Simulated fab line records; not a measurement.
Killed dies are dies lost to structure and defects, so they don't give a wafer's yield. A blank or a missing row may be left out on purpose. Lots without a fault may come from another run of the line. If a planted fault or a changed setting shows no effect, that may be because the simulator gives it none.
Which tool is to blame? | flow berkeleyCmos170 | 14 lots with 42 wafers sampled at 6 steps, on a route of 331 steps

WHAT THE GAUGES SHOWED, per wafer
UCB170_ACTIVE_THK_MEAS_06.
lot  | measured    | on           | ACTIVE_NITRIDE_THK (nm)
L360 | day 5 09:26 | filmMetro-01 | 219.1 217.6 220.1
L361 | day 5 18:16 | filmMetro-01 | 216.6 216.5 215.8
L365 | day 6 09:32 | filmMetro-01 | 220.6 220.8 223.0
L366 | day 6 23:43 | filmMetro-03 | 218.4 218.4 218.9
L367 | day 6 23:38 | filmMetro-01 | 220.5 219.7 219.6
L368 | day 6 23:42 | filmMetro-01 | 218.8 218.2 219.6
L371 | day 7 12:41 | filmMetro-03 | 221.1 220.1 221.9
L373 | day 7 12:41 | filmMetro-04 | 220.2 224.1 220.6
L374 | day 7 12:49 | filmMetro-03 | 219.7 221.1 219.0
L375 | day 7 23:22 | filmMetro-04 | 217.9 218.2 217.7
L376 | day 7 23:20 | filmMetro-01 | 218.2 217.0 217.8
L377 | day 8 06:10 | filmMetro-03 | 219.2 217.6 219.5
L380 | day 8 17:06 | filmMetro-01 | 218.2 217.0 217.8
L379 | day 8 18:59 | filmMetro-01 | 215.9 214.2 214.8

UCB170_M2_RS_MEAS_02: uses a four-point probe to measure.
lot  | measured     | on           | M2_AL_RS (ohm/sq)
L360 | day 8 11:58  | filmMetro-03 | - - -
L361 | day 9 02:13  | filmMetro-03 | - - -
L365 | day 9 22:35  | filmMetro-04 | 0.0315 0.0323 0.0319
L366 | day 10 12:53 | filmMetro-03 | 0.0327 0.0329 0.0324
L367 | day 10 12:23 | filmMetro-04 | 0.0330 0.0326 0.0327
L368 | day 10 11:49 | filmMetro-04 | 0.0325 0.0324 0.0327
L371 | day 11 01:14 | filmMetro-03 | 0.0317 0.0325 0.0320
L373 | day 11 00:58 | filmMetro-02 | 0.0326 0.0319 0.0323
L374 | day 11 02:49 | filmMetro-02 | 0.0315 0.0313 0.0319
L375 | day 12 01:50 | filmMetro-02 | 0.0323 0.0325 0.0324
L376 | day 12 01:43 | filmMetro-03 | 0.0321 0.0324 0.0324
L377 | day 12 02:05 | filmMetro-04 | 0.0326 0.0323 0.0328
L380 | day 12 06:13 | filmMetro-02 | 0.0323 0.0314 0.0317
L379 | day 12 12:11 | filmMetro-02 | 0.0324 0.0321 0.0319

UCB170_M2_THK_MEAS_03: measures by xrf.
lot  | measured     | on           | M2_AL_THK (nm)
L360 | day 8 12:03  | filmMetro-03 | <0 <0 <0
L361 | day 9 02:20  | filmMetro-03 | <0 <0 <0
L365 | day 9 22:43  | filmMetro-04 | 910 885 900
L366 | day 10 12:59 | filmMetro-03 | 884 881 894
L367 | day 10 12:30 | filmMetro-04 | 872 884 878
L368 | day 10 11:56 | filmMetro-04 | 887 887 881
L371 | day 11 01:21 | filmMetro-03 | 913 887 900
L373 | day 11 01:04 | filmMetro-02 | 882 898 887
L374 | day 11 02:55 | filmMetro-02 | 911 917 895
L375 | day 12 01:56 | filmMetro-02 | 893 882 881
L376 | day 12 01:50 | filmMetro-03 | 896 884 887
L377 | day 12 02:11 | filmMetro-04 | 877 893 871
L380 | day 12 06:20 | filmMetro-02 | 893 909 902
L379 | day 12 12:18 | filmMetro-02 | 881 890 890

UCB170_M3_CD_MEAS_15: target cd 700 nm.
lot  | measured     | on       | cdNm (nm)
L365 | day 10 08:34 | cdSem-02 | 701.4 700.3 700.6
L366 | day 11 05:45 | cdSem-02 | 699.3 699.6 700.0
L367 | day 11 05:01 | cdSem-01 | 699.3 699.6 700.4
L368 | day 11 01:25 | cdSem-02 | 701.4 700.7 700.6
L371 | day 11 13:55 | cdSem-01 | 701.1 700.5 700.2
L373 | day 11 13:38 | cdSem-01 | 703.5 702.4 702.5
L374 | day 11 14:32 | cdSem-02 | 702.4 701.4 701.8
L375 | day 12 10:28 | cdSem-02 | 701.3 702.1 701.8
L376 | day 12 09:52 | cdSem-02 | 700.6 700.3 702.1
L377 | day 12 10:34 | cdSem-01 | 698.8 700.4 699.6
L380 | day 12 17:09 | cdSem-01 | 700.2 700.1 700.4
L379 | day 13 01:53 | cdSem-01 | 702.5 699.4 699.1

WHICH TOOL RAN EACH LOT (tool, then ch and the chambers of the sampled wafers, then the start)
lot  | UCB170_PWELL_ETCH_14             | UCB170_M2_SPUTTER_01
L360 | rieDiel-01 ch 0,2,3, day 3 16:02 | pvdSputter-04, day 8 11:49
L361 | rieDiel-01 ch 1,2,3, day 3 23:53 | pvdSputter-01, day 9 02:08
L365 | rieDiel-04 ch 2,3, day 5 05:11   | pvdSputter-02, day 9 22:31
L366 | rieDiel-01 ch 0,3, day 5 16:26   | pvdSputter-04, day 10 12:46
L367 | rieDiel-04 ch 0,2,3, day 5 19:58 | pvdSputter-01, day 10 12:17
L368 | rieDiel-03 ch 0,2,3, day 5 20:32 | pvdSputter-01, day 10 11:44
L371 | rieDiel-03 ch 0,1,2, day 6 08:22 | pvdSputter-04, day 11 01:08
L373 | rieDiel-04 ch 0,3, day 6 14:28   | pvdSputter-01, day 11 00:52
L374 | rieDiel-01 ch 0,1, day 6 14:43   | pvdSputter-02, day 11 02:41
L375 | rieDiel-03 ch 0,3, day 6 21:42   | pvdSputter-04, day 12 01:42
L376 | rieDiel-04 ch 0,2,3, day 6 21:47 | pvdSputter-02, day 12 01:38
L377 | rieDiel-03 ch 0,1,2, day 7 06:07 | pvdSputter-01, day 12 01:59
L380 | rieDiel-03 ch 0,2,3, day 7 16:31 | pvdSputter-02, day 12 06:08
L379 | rieDiel-01 ch 0,1,2, day 7 18:16 | pvdSputter-04, day 12 12:06
- UCB170_PWELL_ETCH_14: etches Si3N4 in CH3F/Ar/O2, stops on SiO2, target depth 242 nm, time 151 s.
- UCB170_M2_SPUTTER_01: material Al, target thk 900 nm, time 120 s.

WHAT THE TOOLS THEMSELVES READ (means of the sampled wafers that have a number; where no wafer has one, the mark that the record gives instead)
UCB170_PWELL_ETCH_14.
lot  | tool       | chamberPressureMTorr (mTorr) | drypumpMotorCurrentA (A) | oesProductAu (a.u.) | throttleValvePct (%)
L360 | rieDiel-01 | 49.98                        | 5.6                      | 0.983               | 7.99
L361 | rieDiel-01 | 50.02                        | 5.4                      | 0.962               | 8.01
L365 | rieDiel-04 | 50.03                        | 5.6                      | 0.957               | 8.11
L366 | rieDiel-01 | 49.97                        | 5.5                      | 0.950               | 8.00
L367 | rieDiel-04 | 49.96                        | 5.9                      | 0.962               | 8.06
L368 | rieDiel-03 | 49.98                        | 5.8                      | 0.945               | 8.03
L371 | rieDiel-03 | 49.98                        | 6.0                      | 0.926               | 7.95
L373 | rieDiel-04 | 49.99                        | 6.0                      | 0.962               | 7.97
L374 | rieDiel-01 | 50.00                        | 5.0                      | 0.959               | 8.10
L375 | rieDiel-03 | 50.03                        | 5.5                      | 0.956               | 8.10
L376 | rieDiel-04 | 50.03                        | 5.9                      | 0.969               | 8.06
L377 | rieDiel-03 | 49.99                        | 6.0                      | 0.938               | 7.94
L380 | rieDiel-03 | 50.00                        | 5.8                      | 0.947               | 8.02
L379 | rieDiel-01 | 49.98                        | 5.4                      | 0.961               | 8.07

UCB170_M2_SPUTTER_01.
lot  | tool          | cathodeDcPowerW (W) | chamberPressurePa (Pa) | throttleValvePct (%)
L360 | pvdSputter-04 | -                   | -                      | -
L361 | pvdSputter-01 | -                   | -                      | -
L365 | pvdSputter-02 | 6001.2              | 0.4998                 | 29.8
L366 | pvdSputter-04 | 6000.2              | 0.5001                 | 30.4
L367 | pvdSputter-01 | 5998.9              | 0.5006                 | 30.7
L368 | pvdSputter-01 | 5998.9              | 0.4997                 | 30.6
L371 | pvdSputter-04 | 6000.1              | 0.5005                 | 30.6
L373 | pvdSputter-01 | 6000.2              | 0.4991                 | 30.3
L374 | pvdSputter-02 | 5999.1              | 0.4999                 | 30.3
L375 | pvdSputter-04 | 5999.7              | 0.5001                 | 29.6
L376 | pvdSputter-02 | 5998.7              | 0.5013                 | 29.9
L377 | pvdSputter-01 | 5999.9              | 0.4989                 | 30.9
L380 | pvdSputter-02 | 6000.8              | 0.4994                 | 29.8
L379 | pvdSputter-04 | 6001.0              | 0.5004                 | 29.9

THE ANSWER, worked out from the rows above alone
Rule: the usual values come from the lots themselves. The widest of any qualifying gaps counts: lots, ordered by their means at a reading, are off when they make up no more than a third of the lots, leave a main group of 4 or more, and stand apart from it by 3 or more times the standard deviation of that group's means. A main group is skipped when, at the precision printed for the reading in the tables above, its means are all equal. Also off: a lot with no number at a reading for which 4 or more lots have one. All remaining lots with rows at the step are treated as sound. After the gauges, taken in route order, come the tools' own readings; for these a lot's mean is taken, as printed above. At the first step where some lot is off, the reading lying furthest off is the one used; lots without a number count as furthest.
Off: L360, L361, at UCB170_M2_RS_MEAS_02 (M2_AL_RS). Without a number there: L360, L361. The main group has a mean of 0.0322 ohm/sq with a standard deviation of 0.00035.
A tool fits if, at a process step before that reading, it ran every lot that is off, and no sound lot after the first of them. Not tried: the gauges at UCB170_M2_RS_MEAS_02; whatever is off there is also off at UCB170_M2_SPUTTER_01, on other tools, and gauge error can't account for it. Not one of the candidates tried fits.

WHAT WAS PUT IN BY THE SIMULATOR
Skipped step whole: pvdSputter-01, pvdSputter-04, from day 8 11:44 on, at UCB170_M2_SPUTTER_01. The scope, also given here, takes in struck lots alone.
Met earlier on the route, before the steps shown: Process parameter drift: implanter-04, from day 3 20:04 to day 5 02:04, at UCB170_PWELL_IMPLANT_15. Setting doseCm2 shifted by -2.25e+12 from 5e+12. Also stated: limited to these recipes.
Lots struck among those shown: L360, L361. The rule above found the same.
